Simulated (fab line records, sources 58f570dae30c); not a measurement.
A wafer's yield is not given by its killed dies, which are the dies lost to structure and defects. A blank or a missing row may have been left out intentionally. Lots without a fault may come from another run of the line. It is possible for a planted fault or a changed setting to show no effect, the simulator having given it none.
Which tool did it?	flow berkeley cmos170	39 wafers from 13 lots sampled at 6 of the route's 331 steps

== WHAT THE GAUGES SHOWED, per wafer ==
UCB170_START_THK_MEAS_03.
lot	measured	on	START_OXIDE_THK (nm)
L893	day 2 01:56	film metro-03	20.3 19.7 20.3
L894	day 2 04:47	film metro-04	19.9 20.2 20.3
L896	day 2 16:30	film metro-04	20.1 20.1 20.3
L897	day 2 20:25	film metro-04	20.0 20.1 20.1
L898	day 3 02:34	film metro-03	20.6 20.6 20.3
L900	day 3 12:09	film metro-04	19.7 19.9 19.6
L902	day 3 21:22	film metro-02	20.5 20.3 20.8
L904	day 4 07:14	film metro-02	20.3 20.6 20.6
L907	day 4 23:35	film metro-04	20.0 20.2 20.4
L911	day 5 19:43	film metro-04	19.6 19.5 19.9
L912	day 6 01:39	film metro-03	19.7 19.6 19.5
L913	day 6 01:40	film metro-04	20.2 20.2 20.1
L914	day 6 09:49	film metro-02	20.0 20.0 20.4

UCB170_NLDD_CD_MEAS_06: target cd 1200 nm.
lot	measured	on	cd nm (nm)
L893	day 7 06:10	cd sem-02	1200.7 1201.5 1201.0
L894	day 7 06:56	cd sem-02	1199.6 1197.1 1198.6
L896	day 8 05:08	cd sem-02	1200.4 1200.9 1200.9
L897	day 8 04:26	cd sem-01	1200.0 1199.7 1199.2
L898	day 8 10:21	cd sem-02	1200.3 1200.0 1198.2
L900	day 8 10:40	cd sem-01	1196.9 1197.9 1197.1
L902	day 9 03:12	cd sem-02	1200.0 1197.9 1199.7
L904	day 9 02:32	cd sem-01	- - -
L907	day 10 05:52	cd sem-02	1200.1 1201.1 1200.3
L911	day 10 19:58	cd sem-02	1197.2 1197.1 1198.7
L912	day 10 20:05	cd sem-01	1198.9 1200.5 1199.8
L913	day 10 19:51	cd sem-01	1199.6 1199.9 1198.8
L914	day 11 04:53	cd sem-02	1199.9 1199.9 1201.1

UCB170_NLDD_TW_MEAS_11.
lot	measured	on	NLDD_TW
L893	day 7 06:43	film metro-02	2233 2228 2233
L894	day 7 07:29	film metro-02	2233 2241 2231
L896	day 8 05:41	film metro-04	2173 2190 2180
L897	day 8 04:59	film metro-04	2182 2185 2175
L898	day 8 10:54	film metro-04	2184 2187 2189
L900	day 8 11:11	film metro-04	2192 2181 2185
L902	day 9 03:45	film metro-04	2178 2173 2192
L904	day 9 03:06	film metro-04	30 30 30
L907	day 10 06:24	film metro-02	2205 2200 2206
L911	day 10 20:31	film metro-03	2180 2204 2187
L912	day 10 20:38	film metro-02	2211 2194 2203
L913	day 10 20:23	film metro-04	2186 2203 2206
L914	day 11 05:26	film metro-04	2195 2200 2189

== WHAT TOOL EACH LOT RAN ON (gives the tool, then ch and the chambers of the sampled wafers, and finally the start) ==
lot	UCB170_ACTIVE_ETCH_15	UCB170_ACTIVE_STRIP_16	UCB170_NLDD_EXPOSE_03
L893	rie diel-03 ch 1,2,3, day 4 23:56	plasma asher-03 ch 1, day 5 00:02	krf scanner-01 ch 0, day 7 05:31
L894	rie diel-01 ch 2,3, day 5 00:06	plasma asher-02 ch 0,1, day 5 00:12	krf scanner-02 ch 0, day 7 06:25
L896	rie diel-01 ch 0,2, day 5 16:29	plasma asher-01 ch 0, day 5 16:35	krf scanner-01 ch 0, day 8 04:37
L897	rie diel-04 ch 1,3, day 5 16:15	plasma asher-02 ch 0,1, day 5 16:21	krf scanner-01 ch 0, day 8 04:02
L898	rie diel-04 ch 0,1,2, day 5 23:47	plasma asher-01 ch 0,1, day 5 23:53	krf scanner-01 ch 0, day 8 09:38
L900	rie diel-03 ch 0,2,3, day 6 05:53	plasma asher-01 ch 0,1, day 6 06:01	krf scanner-01 ch 0, day 8 10:09
L902	rie diel-03 ch 0,1,3, day 6 19:50	plasma asher-03 ch 0,1, day 6 19:56	krf scanner-02 ch 0, day 9 02:48
L904	rie diel-01 ch 1,2, day 6 23:47	plasma asher-01 ch 0,1, day 6 23:53	krf scanner-02 ch 0, day 9 01:59
L907	rie diel-01 ch 0,1,2, day 7 22:01	plasma asher-03 ch 0,1, day 7 22:10	krf scanner-01 ch 0, day 10 05:28
L911	rie diel-04 ch 1,3, day 8 19:46	plasma asher-02 ch 0,1, day 8 19:52	krf scanner-02 ch 0, day 10 19:19
L912	rie diel-03 ch 0,1,3, day 8 19:39	plasma asher-03 ch 0,1, day 8 19:45	krf scanner-02 ch 0, day 10 19:26
L913	rie diel-01 ch 0,1,3, day 8 20:02	plasma asher-02 ch 0,1, day 8 20:11	krf scanner-02 ch 0, day 10 19:14
L914	rie diel-01 ch 1,3, day 9 08:57	plasma asher-01 ch 0, day 9 09:03	krf scanner-01 ch 0, day 11 04:16
- UCB170_ACTIVE_ETCH_15: etches Si3N4 in CH3F/Ar/O2, stops on SiO2, target depth 242 nm, time 151 s.
- UCB170_ACTIVE_STRIP_16: strips in O2.
- UCB170_NLDD_EXPOSE_03: exposes mask NSELECT, target cd 1200 nm.

== AS READ BY THE TOOLS THEMSELVES (means over the sampled wafers that have a number; for cases with no such wafer, the mark the record gives instead) ==
UCB170_ACTIVE_ETCH_15.
lot	tool	drypump motor current A (A)	oes product au (a.u.)	throttle valve pct (%)
L893	rie diel-03	6.2	0.950	8.08
L894	rie diel-01	6.4	0.953	8.16
L896	rie diel-01	6.3	0.935	8.13
L897	rie diel-04	5.3	0.937	7.96
L898	rie diel-04	5.4	0.951	7.99
L900	rie diel-03	6.4	0.956	8.08
L902	rie diel-03	6.1	0.949	8.08
L904	rie diel-01	6.3	0.953	8.19
L907	rie diel-01	6.1	0.940	8.16
L911	rie diel-04	5.3	0.937	7.94
L912	rie diel-03	6.1	0.948	8.08
L913	rie diel-01	5.8	0.945	8.13
L914	rie diel-01	5.6	0.953	8.18

UCB170_ACTIVE_STRIP_16.
lot	tool	drypump motor current A (A)	oes product au (a.u.)	strip time to endpoint s (s)
L893	plasma asher-03	5.5	0.721	17.92
L894	plasma asher-02	5.0	0.719	17.96
L896	plasma asher-01	5.4	0.722	18.32
L897	plasma asher-02	5.0	0.724	18.18
L898	plasma asher-01	5.6	0.718	18.08
L900	plasma asher-01	5.6	0.722	18.01
L902	plasma asher-03	5.7	0.724	18.05
L904	plasma asher-01	5.5	0.724	17.98
L907	plasma asher-03	5.9	0.720	18.04
L911	plasma asher-02	5.0	0.720	18.02
L912	plasma asher-03	6.0	0.720	18.02
L913	plasma asher-02	5.0	0.719	18.06
L914	plasma asher-01	5.3	0.717	18.02

== THE ANSWER, worked out from the rows above alone ==
Rule: what is usual is taken from the lots themselves. Put in order of their means at a reading, lots are off if they are a third of the lots or fewer, leave a main group of 4 or more, and stand apart from it by a gap of 3 or more times the standard deviation of the main group's means; of several such gaps the widest counts. If all means in a main group match to the digits the tables above print for the reading, that group is not used. A lot without any number at a reading at which 4 lots or more have one is off too. Where the step has rows for the other lots, those lots are counted as sound. After the gauges, taken in route order, come the tools' own readings; for these a lot's mean is taken, as printed above. At the first step where some lot is off, the reading lying furthest off is the one used; lots without a number count as furthest.
Off: L904, at UCB170_NLDD_CD_MEAS_06 (cd nm). Without a number there: L904. The main group: mean 1199.5 nm, standard deviation 1.1.
A tool fits if, at a process step before that reading, it ran every lot that is off, and no sound lot after the first of them. The gauges at UCB170_NLDD_CD_MEAS_06 aren't tried: what is off there is off at UCB170_NLDD_TW_MEAS_11 too, on other tools, and a gauge's error can't cause that. Of those tried, none fits.

== WHAT THE SIMULATOR PUT IN ==
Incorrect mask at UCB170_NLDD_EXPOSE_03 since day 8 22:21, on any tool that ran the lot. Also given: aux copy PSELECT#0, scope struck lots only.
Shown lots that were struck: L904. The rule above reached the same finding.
